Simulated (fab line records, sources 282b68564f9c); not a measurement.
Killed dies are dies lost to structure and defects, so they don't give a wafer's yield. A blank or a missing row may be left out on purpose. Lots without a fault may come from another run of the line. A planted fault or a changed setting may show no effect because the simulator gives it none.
Which tool did it? | flow rit_cmos | 14 lots, 42 wafers sampled, at 2 steps of a route of 202

WHAT THE GAUGES READ, wafer by wafer
The record holds no reading of a measuring or inspecting step that can be judged against a usual standard deviation.

WHICH TOOL RAN EACH LOT (tool, then ch and the chambers of the sampled wafers, then the start)
lot  | RIT_CONTACT_STRIP_12                | RIT_M1_PROBE_99
L526 | plasma_asher-02 ch 0,1, day 3 05:14 | prober-02, day 3 10:04
L527 | plasma_asher-01 ch 0,1, day 3 09:21 | prober-01, day 3 14:03
L528 | plasma_asher-02 ch 0,1, day 3 13:59 | prober-02, day 3 18:38
L529 | plasma_asher-01 ch 0,1, day 3 19:02 | prober-01, day 3 23:50
L530 | plasma_asher-02 ch 0,1, day 4 01:26 | prober-02, day 4 06:30
L531 | plasma_asher-01 ch 0,1, day 4 05:48 | prober-01, day 4 10:35
L534 | plasma_asher-01 ch 0,1, day 4 21:50 | prober-02, day 5 02:44
L538 | plasma_asher-01 ch 0,1, day 5 18:58 | prober-02, day 6 00:09
L539 | plasma_asher-02 ch 0,1, day 5 20:59 | prober-01, day 6 01:46
L544 | plasma_asher-03 ch 0,1, day 6 23:17 | prober-02, day 7 04:07
L545 | plasma_asher-02 ch 0,1, day 7 02:55 | prober-01, day 7 07:49
L547 | plasma_asher-03 ch 0,1, day 7 13:41 | prober-01, day 7 19:40
L548 | plasma_asher-02 ch 0,1, day 7 18:14 | prober-02, day 8 02:02
L549 | plasma_asher-03 ch 0,1, day 7 22:38 | prober-01, day 8 04:46
- RIT_CONTACT_STRIP_12: strips in O2, time 180 s.
- RIT_M1_PROBE_99

WHAT THE TOOLS THEMSELVES READ (means of the sampled wafers that have a number; where no wafer has one, the mark that the record gives instead)
RIT_CONTACT_STRIP_12. Usual: drypump_motor_current_A 5.5 A, standard deviation 0.5; rf_refl_power_W 6.5 W, standard deviation 1.5; run_length_s 208.1 s, standard deviation 0.35.
lot  | tool            | drypump_motor_current_A (A) | rf_refl_power_W (W) | run_length_s (s) | flag
L526 | plasma_asher-02 | 5.2                         | 5.8                 | 208.1            |
L527 | plasma_asher-01 | 5.5                         | 5.4                 | 207.9            |
L528 | plasma_asher-02 | 5.2                         | 5.6                 | 207.9            |
L529 | plasma_asher-01 | 5.9                         | 5.6                 | 207.7            |
L530 | plasma_asher-02 | 5.2                         | 5.7                 | 208.1            |
L531 | plasma_asher-01 | 5.6                         | 5.4                 | 208.1            |
L534 | plasma_asher-01 | 5.9                         | 5.5                 | 216.0            | OFF
L538 | plasma_asher-01 | 5.6                         | 5.7                 | 224.4            | OFF
L539 | plasma_asher-02 | 5.2                         | 5.8                 | 208.1            |
L544 | plasma_asher-03 | 5.7                         | 8.4                 | 208.7            |
L545 | plasma_asher-02 | 5.0                         | 6.8                 | 208.1            |
L547 | plasma_asher-03 | 5.7                         | 8.6                 | 208.4            |
L548 | plasma_asher-02 | 5.0                         | 6.9                 | 208.2            |
L549 | plasma_asher-03 | 5.7                         | 8.5                 | 208.4            |

RIT_M1_PROBE_99. Usual: killed_at_M0_to_M3 0.0, standard deviation 0.12; killed_at_contacts 0.1, standard deviation 0.35; killed_at_front_end 6.6, standard deviation 2.7; killed_dies 6.7, standard deviation 2.8; killed_on_rim 1.8, standard deviation 1.5; killed_open 3.4, standard deviation 2.1; killed_short 3.3, standard deviation 1.8.
lot  | tool      | killed_at_M0_to_M3 | killed_at_contacts | killed_at_front_end | killed_dies | killed_on_rim | killed_open | killed_short | flag
L526 | prober-02 | 0.0                | 0.0                | 6.3                 | 6.3         | 2.0           | 3.7         | 2.7          |
L527 | prober-01 | 0.0                | 0.0                | 5.0                 | 5.0         | 0.7           | 3.0         | 2.0          |
L528 | prober-02 | 0.0                | 0.0                | 5.7                 | 5.7         | 1.3           | 1.0         | 4.7          |
L529 | prober-01 | 0.0                | 0.0                | 4.7                 | 4.7         | 0.7           | 2.0         | 2.7          |
L530 | prober-02 | 0.0                | 0.3                | 6.7                 | 7.0         | 1.3           | 5.0         | 2.0          |
L531 | prober-01 | 0.0                | 0.0                | 2.7                 | 2.7         | 0.3           | 1.3         | 1.3          |
L534 | prober-02 | 0.0                | 0.0                | 6.0                 | 6.0         | 2.3           | 2.7         | 3.3          |
L538 | prober-02 | 0.3                | 0.0                | 6.7                 | 7.0         | 2.0           | 4.0         | 3.0          |
L539 | prober-01 | 0.0                | 0.0                | 9.7                 | 9.7         | 2.0           | 4.7         | 5.0          |
L544 | prober-02 | 0.0                | 0.3                | 4.7                 | 5.0         | 1.0           | 2.0         | 3.0          |
L545 | prober-01 | 0.0                | 0.3                | 6.3                 | 6.7         | 1.7           | 3.7         | 3.0          |
L547 | prober-01 | 0.0                | 0.0                | 7.7                 | 7.7         | 2.7           | 5.3         | 2.3          |
L548 | prober-02 | 0.0                | 0.0                | 5.7                 | 5.7         | 1.3           | 4.0         | 1.7          |
L549 | prober-01 | 0.0                | 0.0                | 9.0                 | 9.0         | 2.3           | 5.0         | 4.0          |

THE ANSWER, worked out from the rows above alone
Rule: a lot is off if the mean of its wafers that have a number lies more than 3 standard deviations from the usual mean. A lot without any number at a reading at which 4 lots or more have one is off too. The other lots that the step has rows for count as sound. The gauges are gone through in route order, then the tools' own readings, and for those a lot's mean is taken as printed above. The first step at which some lot is off is used, and at that step the reading that is off furthest; a lot without a number counts as furthest.
Off: L534, L538, at RIT_CONTACT_STRIP_12 (run_length_s).
A tool fits if, at that step or a process step before it, it ran every lot that is off, and no sound lot after the first of them. One fits: plasma_asher-01 at RIT_CONTACT_STRIP_12. Its last sound lot is L531 (day 4 05:48), its first lot that is off L534 (day 4 21:50): a fault that began between those two fits.
The tool's own readings at RIT_CONTACT_STRIP_12 bear it out: on the lots that are off they differ by more than 5 times the standard deviation of the sound lots' means. run_length_s reads 220.2 s there against 208.1 s on the sound lots.

WHAT THE SIMULATOR HAD PUT IN
Process parameter drift: plasma_asher-01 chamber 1, from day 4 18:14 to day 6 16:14, at RIT_CONTACT_STRIP_12. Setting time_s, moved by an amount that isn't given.
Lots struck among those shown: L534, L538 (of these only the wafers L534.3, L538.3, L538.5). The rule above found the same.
